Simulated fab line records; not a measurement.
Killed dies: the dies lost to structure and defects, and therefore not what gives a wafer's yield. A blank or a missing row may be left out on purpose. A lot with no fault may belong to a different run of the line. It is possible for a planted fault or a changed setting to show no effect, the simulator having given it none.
Split-lot study / flow rit cmos / 5 lots, 23 wafers read, on a route of 202 steps

== ABOUT THE SPLIT ==
At RIT_NWELL_COAT_01 (resist thk 1300 nm), the setting resist thk nm was moved away from the recipe's 1300 nm on 9 of the 23 wafers read, by -5.2% to +4.8%. For the rest of the wafers, this setting stayed at what the recipe calls for.

The file shows no step between the split and the reading.

== THE READING ==
NOVOLAK_of_NWELL_COAT_01.thk nm (the simulator's own value, which no gauge read), in nm, at RIT_NWELL_HARDBAKE_07 (time 120 s). The file gives no usual value for it. Here, 14 wafers ran the recipe; their average is 1141 nm with a standard deviation of 4.4 nm.

wafer=L077.1; tool, chamber at the split=litho track-01, 0; resist thk nm as run, nm=1300; against the recipe=recipe; NOVOLAK_of_NWELL_COAT_01.thk nm, nm=1137; against lot-mates on the recipe=-
wafer=L077.2; tool, chamber at the split=litho track-01, 0; resist thk nm as run, nm=1300; against the recipe=recipe; NOVOLAK_of_NWELL_COAT_01.thk nm, nm=1135; against lot-mates on the recipe=-
wafer=L077.3; tool, chamber at the split=litho track-01, 0; resist thk nm as run, nm=1300; against the recipe=recipe; NOVOLAK_of_NWELL_COAT_01.thk nm, nm=1136; against lot-mates on the recipe=-
wafer=L081.1; tool, chamber at the split=litho track-04, 0; resist thk nm as run, nm=1300; against the recipe=recipe; NOVOLAK_of_NWELL_COAT_01.thk nm, nm=1140; against lot-mates on the recipe=-
wafer=L081.2; tool, chamber at the split=litho track-04, 0; resist thk nm as run, nm=1300; against the recipe=recipe; NOVOLAK_of_NWELL_COAT_01.thk nm, nm=1145; against lot-mates on the recipe=-
wafer=L081.3; tool, chamber at the split=litho track-04, 0; resist thk nm as run, nm=1300; against the recipe=recipe; NOVOLAK_of_NWELL_COAT_01.thk nm, nm=1144; against lot-mates on the recipe=-
wafer=L081.4; tool, chamber at the split=litho track-04, 0; resist thk nm as run, nm=1300; against the recipe=recipe; NOVOLAK_of_NWELL_COAT_01.thk nm, nm=1144; against lot-mates on the recipe=-
wafer=L081.6; tool, chamber at the split=litho track-04, 0; resist thk nm as run, nm=1300; against the recipe=recipe; NOVOLAK_of_NWELL_COAT_01.thk nm, nm=1142; against lot-mates on the recipe=-
wafer=L082.2; tool, chamber at the split=litho track-04, 0; resist thk nm as run, nm=1300; against the recipe=recipe; NOVOLAK_of_NWELL_COAT_01.thk nm, nm=1142; against lot-mates on the recipe=-
wafer=L082.3; tool, chamber at the split=litho track-04, 0; resist thk nm as run, nm=1233; against the recipe=-5.2%; NOVOLAK_of_NWELL_COAT_01.thk nm, nm=1079; against lot-mates on the recipe=-66
wafer=L082.4; tool, chamber at the split=litho track-04, 0; resist thk nm as run, nm=1233; against the recipe=-5.2%; NOVOLAK_of_NWELL_COAT_01.thk nm, nm=1080; against lot-mates on the recipe=-66
wafer=L082.5; tool, chamber at the split=litho track-04, 0; resist thk nm as run, nm=1233; against the recipe=-5.2%; NOVOLAK_of_NWELL_COAT_01.thk nm, nm=1087; against lot-mates on the recipe=-58
wafer=L082.6; tool, chamber at the split=litho track-04, 0; resist thk nm as run, nm=1300; against the recipe=recipe; NOVOLAK_of_NWELL_COAT_01.thk nm, nm=1149; against lot-mates on the recipe=-
wafer=L083.1; tool, chamber at the split=litho track-04, 0; resist thk nm as run, nm=1300; against the recipe=recipe; NOVOLAK_of_NWELL_COAT_01.thk nm, nm=1144; against lot-mates on the recipe=-
wafer=L083.3; tool, chamber at the split=litho track-04, 0; resist thk nm as run, nm=1300; against the recipe=recipe; NOVOLAK_of_NWELL_COAT_01.thk nm, nm=1137; against lot-mates on the recipe=-
wafer=L083.4; tool, chamber at the split=litho track-04, 0; resist thk nm as run, nm=1346; against the recipe=+3.5%; NOVOLAK_of_NWELL_COAT_01.thk nm, nm=1174; against lot-mates on the recipe=+34
wafer=L083.5; tool, chamber at the split=litho track-04, 0; resist thk nm as run, nm=1346; against the recipe=+3.5%; NOVOLAK_of_NWELL_COAT_01.thk nm, nm=1179; against lot-mates on the recipe=+38
wafer=L083.6; tool, chamber at the split=litho track-04, 0; resist thk nm as run, nm=1346; against the recipe=+3.5%; NOVOLAK_of_NWELL_COAT_01.thk nm, nm=1186; against lot-mates on the recipe=+46
wafer=L084.1; tool, chamber at the split=litho track-02, 0; resist thk nm as run, nm=1300; against the recipe=recipe; NOVOLAK_of_NWELL_COAT_01.thk nm, nm=1133; against lot-mates on the recipe=-
wafer=L084.2; tool, chamber at the split=litho track-02, 0; resist thk nm as run, nm=1363; against the recipe=+4.8%; NOVOLAK_of_NWELL_COAT_01.thk nm, nm=1190; against lot-mates on the recipe=+52
wafer=L084.3; tool, chamber at the split=litho track-02, 0; resist thk nm as run, nm=1363; against the recipe=+4.8%; NOVOLAK_of_NWELL_COAT_01.thk nm, nm=1188; against lot-mates on the recipe=+50
wafer=L084.5; tool, chamber at the split=litho track-02, 0; resist thk nm as run, nm=1363; against the recipe=+4.8%; NOVOLAK_of_NWELL_COAT_01.thk nm, nm=1197; against lot-mates on the recipe=+59
wafer=L084.6; tool, chamber at the split=litho track-02, 0; resist thk nm as run, nm=1300; against the recipe=recipe; NOVOLAK_of_NWELL_COAT_01.thk nm, nm=1143; against lot-mates on the recipe=-

THE FIT
A straight line over all 23 wafers: NOVOLAK_of_NWELL_COAT_01.thk nm changes by +11 nm for each +1% of resist thk nm; r = +0.99; the points scatter about the line by 4.6 nm.
The same after taking each lot's own level away (the mean of its wafers on the recipe; 23 wafers): +11.7 nm for each +1%; r = +0.99; scatter 3.9 nm.
The reading moves by 60 nm for the largest change in resist thk nm, on that fit.
Across the lots, their own levels run from 1136.0 to 1145.5 nm, a range of 2.2 times the standard deviation given above.
So the lot-to-lot level changes the slope little: the two slopes agree.
Check: with one of the wafers moved furthest among these (-5.2%) left out of the fit, the line predicts -59.7 nm for it against its lot-mates. It came out at -66.5 nm against them.

== FURTHER SPLITS ON THESE WAFERS ==
These wafers also went through other splits before the reading. Each is held against what the fit with the lots' levels taken away leaves over:
other split on the same wafers=RIT_ACTIVE_CVD_03 temp c; wafers away from the commonest value=10; r with NOVOLAK_of_NWELL_COAT_01.thk nm (lot level and that fit taken away)=-0.06
other split on the same wafers=RIT_ACTIVE_ETCH_13 time s; wafers away from the commonest value=8; r with NOVOLAK_of_NWELL_COAT_01.thk nm (lot level and that fit taken away)=-0.08
other split on the same wafers=RIT_FOX2_OXIDATION_00 temp c; wafers away from the commonest value=18; r with NOVOLAK_of_NWELL_COAT_01.thk nm (lot level and that fit taken away)=+0.16

== THE WHOLE CHAIN: every reading that the file lists as answering this split, in the file's order ==
step=RIT_NWELL_COAT_01; what it does=resist thk 1300 nm; reading=NOVOLAK_of_NWELL_COAT_01.thk nm (the simulator's own value, which no gauge read); change (the file's fit)=+13.4 nm for each +1% of the setting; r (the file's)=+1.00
step=RIT_NWELL_HARDBAKE_07; what it does=time 120 s; reading=NOVOLAK_of_NWELL_COAT_01.thk nm (the simulator's own value, which no gauge read); change (the file's fit)=+11.6 nm for each +1% of the setting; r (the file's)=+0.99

== FILE'S OWN FIT ==
NOVOLAK_of_NWELL_COAT_01.thk nm changes by +11.6 nm for each +1% of resist thk nm, r = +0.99.
